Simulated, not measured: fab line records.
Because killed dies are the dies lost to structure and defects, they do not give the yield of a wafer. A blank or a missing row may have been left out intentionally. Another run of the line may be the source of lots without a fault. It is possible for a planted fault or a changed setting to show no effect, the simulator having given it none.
8D (eight disciplines) problem report, filled in by code :: flow rit_cmos :: the parts of the form that need people (team, actions taken, sign-off) are left out

## 1. THE ISSUE
Mean PSD_TW at RIT_PSD_TW_MEAS_10: 2618 over 6 wafers in 2 lots; fault-free wafers: 3418, standard deviation 27. Relative to the usual mean, that is a shift of -30 standard deviations.
Seen first at day 4 22:13 on film_metro-01, wafer L803.1. The record has a number at this step for 42 wafers belonging to 14 lots. Rule for "out", or "out of limits": more than 4 standard deviations from the usual mean. The other wafers with a number count as sound.

## 2. WHAT IT IS; WHAT IT IS NOT
question: which readings at this step
is: PSD_TW
is not: -

question: which lots
is: L803, L805
is not: L795, L796, L797, L808, L809, L810, L811, L814, L815, L816, L817, L818

question: which wafers of those lots
is: all that have a number
is not: -

question: read on which gauges
is: film_metro-01, film_metro-04
is not: film_metro-02

question: when
is: from day 4 22:13
is not: up to then (9 sound wafers); but 27 sound wafers of L808, L809, L810, L811, L814, L815, L816, L817, L818 came after

## 3. THE SUSPECTS, EACH WITH WHAT RULES IT OUT
Counting: any tool at a process step up to the reading is kept as a suspect provided that every lot that is out went through it and no sound lot did after the first of them.
- ruled out: the gauge at RIT_PSD_TW_MEAS_10. Those wafers that are out were read across 2 gauges (film_metro-01, film_metro-04).
- implanter-03 at RIT_PSD_IMPLANT_08: ruled out as a lasting fault. After its first lot that is out, L803 (day 4 21:53), sound lots L815, L816, L817, L818 ran on it.
Left after counting: nothing in the record.

## 4. THE CAUSE (what the simulator had put in)
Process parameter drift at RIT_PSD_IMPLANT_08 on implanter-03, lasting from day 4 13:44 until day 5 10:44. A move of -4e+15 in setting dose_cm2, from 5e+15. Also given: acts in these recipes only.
The count ruled it out by mistake, since the rule takes a fault to strike every lot its tool runs from the start of the fault on, and this one did not do so.

## 5. THE CHAIN OF EFFECTS, in route order
Rows list readings where the struck wafers' mean (over those with a number) sits beyond 3 standard deviations from the usual. Only readings for which the record gives a usual standard deviation are gone through. hours: the time from each lot's start at the first step in this table that gives one to its start at this step, as a median over the lots. sigmas: the change in usual standard deviations.
hours: 0
step: RIT_PSD_IMPLANT_08
reading: dose_ions_cm2
usual: 5e+15
on struck wafers: 1e+15
change: -4e+15
sigmas: -99 or more

hours: 0
step: RIT_PSD_IMPLANT_08
reading: end_station_pressure_torr
usual: 1.42e-05 Torr
on struck wafers: 7.32e-06
change: -6.88e-06
sigmas: -5.3

hours: 0
step: RIT_PSD_IMPLANT_08
reading: faraday_current_uA
usual: 11838
on struck wafers: 3162
change: -8676
sigmas: -8.7

hours: 0
step: RIT_PSD_TW_MEAS_10
reading: PSD_TW
usual: 3418
on struck wafers: 2618
change: -800
sigmas: -30

hours: 1
step: RIT_SDANNEAL_RS_MEAS_04
reading: PSD_RS
usual: 115.8 ohm/sq
on struck wafers: 151.8
change: +36.0
sigmas: +99 or more
It contains these process steps:
- RIT_PSD_IMPLANT_08

## 6. WHAT WOULD HAVE CAUGHT IT SOONER
The first out-of-limits reading at a measuring or inspecting step in this record came at day 4 22:13, 8 hours after the fault's start at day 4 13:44.
The tool's own readings at RIT_PSD_IMPLANT_08 were out on every struck wafer that the step has a row for (dose_ions_cm2, end_station_pressure_torr, faraday_current_uA): an alarm limit on them would have fired on the first of those.
